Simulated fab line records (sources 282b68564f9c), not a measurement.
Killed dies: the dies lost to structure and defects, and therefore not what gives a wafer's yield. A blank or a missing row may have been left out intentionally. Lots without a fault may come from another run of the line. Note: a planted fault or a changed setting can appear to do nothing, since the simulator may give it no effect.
Comparing a struck lot with a sound one    flow rit-cmos    44 steps out of a route of 202
Sound: these wafers, L261.1, L261.3, L261.5. Wafers struck: L267.2, L267.4, L267.6. At the end, the cause is stated.
At each step with rows: each side's tool, then ch and its chambers, then its first start. Under that, the readings that differ: sound wafers    struck wafers    difference of the means    sigmas: that difference in standard deviations of wafers without a fault.
alike: a reading whose means differ by less than 2 such deviations, as well as words and numbers matching on both sides. not compared: withheld readings; readings where some wafer has no value; bounds like >300 that might hide an equal value; numbers whose values overlap and for which the record gives no deviation.
Wherever a step has rows on one side only, a row that says differs or no value, or a row with sigmas, the two part there. Numbers that don't overlap but have no deviation are shown without sigmas and don't part them. A reading missing from all wafers of one side parts the sides only when that side holds two or more wafers.

first, 2 steps without rows for these wafers: RIT_NLDD_HARDBAKE_07 (time 60 s); RIT_NLDD_IMPLANT_08.
RIT_NLDD_STRIP_09: strips in O2, time 180 s.
  sound on plasma-asher-01 ch 0,1, day 3 09:04; struck on plasma-asher-03 ch 0,1, day 4 18:55
  alike: drypump-motor-current-A
  not compared: rf-hours-counter-h
RIT_NLDD_TW_MEAS_10:
  sound: film-metro-03 at day 3 09:14; struck: film-metro-03 at day 4 19:05
  alike: NLDD_TW
then, 6 steps without rows for these wafers: RIT_PLDD_HMDS_00 (prime time 60 s); RIT_PLDD_COAT_01 (resist thk 1000 nm); RIT_PLDD_SOFTBAKE_02 (time 60 s); RIT_PLDD_EXPOSE_03 (exposes mask M8, target cd 40900 nm); RIT_PLDD_PEB_04; RIT_PLDD_DEVELOP_05 (develop time 50 s).
RIT_PLDD_OVL_MEAS_06:
  sound: overlay-01 at day 3 10:09; struck: overlay-01 at day 4 20:07
  alike: PLDD_OVL
then, 1 step without rows for these wafers: RIT_PLDD_HARDBAKE_07 (time 60 s).
RIT_PLDD_IMPLANT_08:
  sound on implanter-01 ch 0, day 3 10:20; struck on implanter-04 ch 0, day 4 20:20
reading             sound                          struck                         difference  sigmas
dose-ions-cm2       8.979e+14 8.998e+14 9.004e+14  8.484e+14 8.486e+14 8.475e+14  -5.120e+13  -58
faraday-current-uA  2894 2789 2784                 2646 2660 2605                 -185        -3
  alike: beam-energy-keV
RIT_PLDD_STRIP_09: strips in O2, time 180 s.
  sound on plasma-asher-04 ch 0,1, day 3 10:29; struck on plasma-asher-04 ch 1, day 4 20:27
  alike: drypump-motor-current-A
  not compared: rf-hours-counter-h
RIT_PLDD_TW_MEAS_10:
  sound: film-metro-01 at day 3 10:40; struck: film-metro-03 at day 4 20:38
  alike: PLDD_TW
then, 4 steps without rows for these wafers: RIT_SPACER_CLEAN_00 (cleans in SC1, time 600 s); RIT_SPACER_CLEAN_01 (cleans in dHF, time 30 s); RIT_SPACER_CLEAN_02 (cleans in SC2, time 600 s); RIT_SPACER_CVD_03 (deposits Si3N4 from SiH2Cl2/NH3, target thk 250 nm, time 3300 s).
RIT_SPACER_THK_MEAS_04:
  sound: film-metro-04 at day 3 13:00; struck: film-metro-04 at day 4 23:28
  alike: SPACER_NITRIDE_THK
RIT_SPACER_ETCHBACK_05: etches Si3N4 in SF6/CHF3, stops on SiO2, target depth 250 nm, time 240 s.
  sound on rie-diel-03 ch 0,3, day 3 13:04; struck on rie-diel-04 ch 0,1,3, day 4 23:31
  alike: drypump-motor-current-A, oes-product-au, throttle-valve-pct
  not compared: rf-hours-counter-h
then, 6 steps without rows for these wafers: RIT_NSD_HMDS_00 (prime time 60 s); RIT_NSD_COAT_01 (resist thk 1000 nm); RIT_NSD_SOFTBAKE_02 (time 60 s); RIT_NSD_EXPOSE_03 (exposes mask M9, target cd 40700 nm); RIT_NSD_PEB_04; RIT_NSD_DEVELOP_05 (develop time 50 s).
RIT_NSD_OVL_MEAS_06:
  sound: overlay-02 at day 3 14:04; struck: overlay-02 at day 5 00:38
  alike: NSD_OVL
then, 2 steps without rows for these wafers: RIT_NSD_HARDBAKE_07 (time 60 s); RIT_NSD_IMPLANT_08.
RIT_NSD_STRIP_09: strips in O2, time 180 s.
  sound on plasma-asher-02 ch 0,1, day 3 14:24; struck on plasma-asher-02 ch 1, day 5 00:58
  alike: drypump-motor-current-A
  not compared: rf-hours-counter-h
RIT_NSD_TW_MEAS_10:
  sound: film-metro-01 at day 3 14:34; struck: film-metro-01 at day 5 01:09
  alike: NSD_TW
then, 6 steps without rows for these wafers: RIT_PSD_HMDS_00 (prime time 60 s); RIT_PSD_COAT_01 (resist thk 1000 nm); RIT_PSD_SOFTBAKE_02 (time 60 s); RIT_PSD_EXPOSE_03 (exposes mask M10, target cd 40900 nm); RIT_PSD_PEB_04; RIT_PSD_DEVELOP_05 (develop time 50 s).
RIT_PSD_OVL_MEAS_06:
  sound: overlay-02 at day 3 15:37; struck: overlay-02 at day 5 02:04
  alike: PSD_OVL
then, 2 steps without rows for these wafers: RIT_PSD_HARDBAKE_07 (time 60 s); RIT_PSD_IMPLANT_08.
RIT_PSD_STRIP_09: strips in O2, time 180 s.
  sound on plasma-asher-02 ch 0,1, day 3 15:56; struck on plasma-asher-02 ch 0, day 5 02:23
  alike: drypump-motor-current-A
  not compared: rf-hours-counter-h
RIT_SDANNEAL_RS_MEAS_06: measures by four-point-probe.
  sound: film-metro-01 at day 3 16:50; struck: film-metro-03 at day 5 03:19
reading           sound              struck             difference  sigmas
PLDD_RS (ohm/sq)  178.4 178.6 178.5  184.2 183.8 184.3  +5.6        +14
RIT_M1_PROBE_99:
  sound: prober-01 at day 4 00:49; struck: prober-02 at day 5 10:40
  alike: killed-at-contacts, killed-at-front-end, killed-dies, killed-open, killed-short

WHERE THEY PART
Earliest at RIT_PLDD_IMPLANT_08; latest, in this record, at RIT_SDANNEAL_RS_MEAS_06. Later steps at which nothing parts them and some readings are alike: RIT_M1_PROBE_99.

WHY: what the simulator had put in
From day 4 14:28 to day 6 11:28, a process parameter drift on implanter-04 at RIT_PLDD_IMPLANT_08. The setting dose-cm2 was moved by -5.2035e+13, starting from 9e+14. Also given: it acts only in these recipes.
